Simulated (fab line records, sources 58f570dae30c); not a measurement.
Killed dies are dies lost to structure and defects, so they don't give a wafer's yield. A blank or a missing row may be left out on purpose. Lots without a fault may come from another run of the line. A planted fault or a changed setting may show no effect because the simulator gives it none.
A struck lot beside a sound one | flow berkeley_cmos170 | 14 steps out of a route of 331
Sound: wafers L780.3, L780.4, L780.6. Struck: wafers L783.1, L783.3, L783.6. The cause comes at the end.
At each step with rows: each side's tool, then ch and its chambers, then its first start. Under that, the readings that differ: sound wafers | struck wafers | difference of the means | sigmas: that difference in standard deviations of wafers without a fault.
alike: readings whose means differ by less than 2 such deviations, and words and numbers that are the same on both sides. not compared: withheld readings, readings that some wafer has no value for, bounds like >300 that may hide the same value, and numbers for which the record gives no deviation and whose values overlap.
The two part at a step that has a row with sigmas, a row that says differs or no value, or rows on one side only. Numbers that don't overlap but have no deviation are shown without sigmas and don't part them. A reading that every wafer of one side lacks parts them only if that side has two wafers or more.

UCB170_M2_STRIP_19: strips in O2.
  sound on plasma_asher-02 ch 0,1, day 10 13:17; struck on plasma_asher-04 ch 1, day 11 05:26
  reading               | sound             | struck            | difference | sigmas
  oes_product_au (a.u.) | 0.598 0.593 0.602 | 0.533 0.533 0.521 | -0.069     | -2
  alike: drypump_motor_current_A
  not compared: rf_hours_counter_h
UCB170_M2_CD_MEAS_90: target cd 700 nm.
  sound on cd_sem-01, day 10 13:23; struck on cd_sem-01, day 11 05:32
  alike: cd_nm
UCB170_V2_CVD_00: deposits SiO2 from TEOS/O2, target thk 2000 nm, time 250 s.
  sound on pecvd-02 ch 1,2, day 10 13:28; struck on pecvd-04 ch 0,1,2, day 11 05:40
  alike: heater_power_w, rf_fwd_power_W
UCB170_V2_THK_MEAS_01:
  sound on film_metro-03, day 10 13:38; struck on film_metro-04, day 11 05:49
  alike: V2_TEOS_THK
UCB170_V2_CMP_02: polishes SiO2.
  sound on cmp-02 ch 1,3, day 10 13:44; struck on cmp-02 ch 0,1,3, day 11 05:53
  alike: motor_current_A
UCB170_V2_BOW_MEAS_03:
  sound on film_metro-02, day 10 14:01; struck on film_metro-04, day 11 06:11
  alike: V2_BOW
UCB170_V2_THK_MEAS_04:
  sound on film_metro-02, day 10 14:07; struck on film_metro-04, day 11 06:18
  alike: V2_POLISHED_THK
then, 5 steps without rows for these wafers: UCB170_V2_CLEAN_05 (cleans in DIW); UCB170_V2_HMDS_06 (prime time 60 s); UCB170_V2_COAT_07 (resist thk 900 nm); UCB170_V2_SOFTBAKE_08 (time 60 s); UCB170_V2_EXPOSE_09 (exposes mask VIA2, target cd 700 nm).
UCB170_V2_PEB_10:
  sound on litho_track-02 ch 0, day 10 15:40; struck on litho_track-03, day 11 07:07
  no value came back on the struck wafers for chill_plate_temp_C (C), exhaust_pa (Pa); on the sound wafers chill_plate_temp_C (C) reads 23.10 23.27 23.31
then, 1 step without rows for these wafers: UCB170_V2_DEVELOP_11 (develop time 45 s).

WHERE THEY PART
First at UCB170_M2_STRIP_19; last, within this record, at UCB170_V2_PEB_10.

WHY: what the simulator had put in
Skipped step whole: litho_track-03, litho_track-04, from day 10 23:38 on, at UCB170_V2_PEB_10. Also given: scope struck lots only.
